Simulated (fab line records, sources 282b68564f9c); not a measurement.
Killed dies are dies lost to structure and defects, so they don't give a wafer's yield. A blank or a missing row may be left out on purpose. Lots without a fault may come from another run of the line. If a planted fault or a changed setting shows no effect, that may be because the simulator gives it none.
Commonality check across tools    flow ritCmos    14 lots and 42 wafers in the sample

## REASON IT WAS OPENED
Of 14 lots, 2 have the reading SPACER_NITRIDE_THK flagged at RIT_SPACER_THK_MEAS_04. Fault-free wafers read 249.6 nm, with a standard deviation of 2.2.
Rule: a lot is flagged when every wafer of it that has a number lies more than 4 standard deviations from that mean, or none has a number. The other lots count as sound.

lot   measured     on            SPACER_NITRIDE_THK (nm), wafer by wafer  flag
L798  day 2 21:56  filmMetro-01  246.7 247.1 249.3                        
L799  day 3 03:53  filmMetro-04  251.8 252.8 250.5                        
L800  day 3 09:13  filmMetro-01  247.0 249.1 247.1                        
L801  day 3 14:00  filmMetro-01  248.8 249.4 249.0                        
L802  day 3 18:33  filmMetro-04  95.7 97.5 96.2                           FLAGGED
L803  day 3 22:45  filmMetro-03  95.7 94.3 94.1                           FLAGGED
L810  day 5 13:30  filmMetro-01  244.8 246.0 246.9                        
L812  day 5 21:44  filmMetro-04  250.1 252.0 250.7                        
L813  day 6 01:32  filmMetro-03  251.5 252.9 250.8                        
L816  day 6 16:01  filmMetro-03  250.8 251.8 251.7                        
L817  day 6 22:09  filmMetro-03  250.2 251.7 249.7                        
L818  day 7 01:22  filmMetro-03  251.2 248.4 251.3                        
L819  day 7 08:32  filmMetro-04  250.6 250.2 249.6                        
L820  day 7 11:17  filmMetro-04  253.6 253.7 251.2                        
The numbers of the flagged lots are 95.6 nm on average: -154.0 nm against the usual, or -70 standard deviations.

## EACH LOT AND THE TOOL IT RAN ON
The record keeps 1 process step preceding the reading, out of 202 steps on the route. Every cell lists first the tool, next ch and the chambers used by the sampled wafers, and last the start.
lot   flag     RIT_SPACER_CVD_03
L798           lpcvd-01 ch 1, day 2 19:59
L799           lpcvd-02 ch 1, day 3 01:58
L800           lpcvd-02 ch 0, day 3 07:19
L801           lpcvd-01 ch 1, day 3 12:05
L802  FLAGGED  lpcvd-02 ch 1, day 3 16:37
L803  FLAGGED  lpcvd-02 ch 1, day 3 20:50
L810           lpcvd-01 ch 0, day 5 11:35
L812           lpcvd-01 ch 0, day 5 19:47
L813           lpcvd-01 ch 0, day 5 23:38
L816           lpcvd-02 ch 1, day 6 14:05
L817           lpcvd-02 ch 0, day 6 20:14
L818           lpcvd-01 ch 1, day 6 23:26
L819           lpcvd-02 ch 0, day 7 06:37
L820           lpcvd-02 ch 0, day 7 09:22
What the steps here do:
- RIT_SPACER_CVD_03: deposits Si3N4 from SiH2Cl2/NH3, target thk 250 nm, time 3300 s.
- RIT_SPACER_THK_MEAS_04

## FLAGGED AGAINST TOTAL, ONE TOOL AT A TIME (gauges that did the reading follow at the end)
step                    tool          lots run  flagged  share of the flagged lots  sound lots run after its first flagged lot
RIT_SPACER_CVD_03       lpcvd-01      6         0        none                       -
RIT_SPACER_CVD_03       lpcvd-02      8         2        all                        4 (L816,L817,L819,L820)
RIT_SPACER_THK_MEAS_04  filmMetro-01  4         0        none                       -
RIT_SPACER_THK_MEAS_04  filmMetro-03  5         1        some                       4 (L813,L816,L817,L818)
RIT_SPACER_THK_MEAS_04  filmMetro-04  5         1        some                       3 (L812,L819,L820)

## THE TABLE: WHAT IT ALLOWS
In the table, 1 row covers all flagged lots: lpcvd-02 at RIT_SPACER_CVD_03.
- lpcvd-02 at RIT_SPACER_CVD_03: 2 of its 8 lots flagged. After the first flagged lot (L816, L817, L819, L820), sound lots still ran on it; a lasting fault on the whole tool would not permit that.
None of the table's rows ran every flagged lot and, after the first, no sound lot.

## WHAT HAD BEEN PUT IN BY THE SIMULATOR
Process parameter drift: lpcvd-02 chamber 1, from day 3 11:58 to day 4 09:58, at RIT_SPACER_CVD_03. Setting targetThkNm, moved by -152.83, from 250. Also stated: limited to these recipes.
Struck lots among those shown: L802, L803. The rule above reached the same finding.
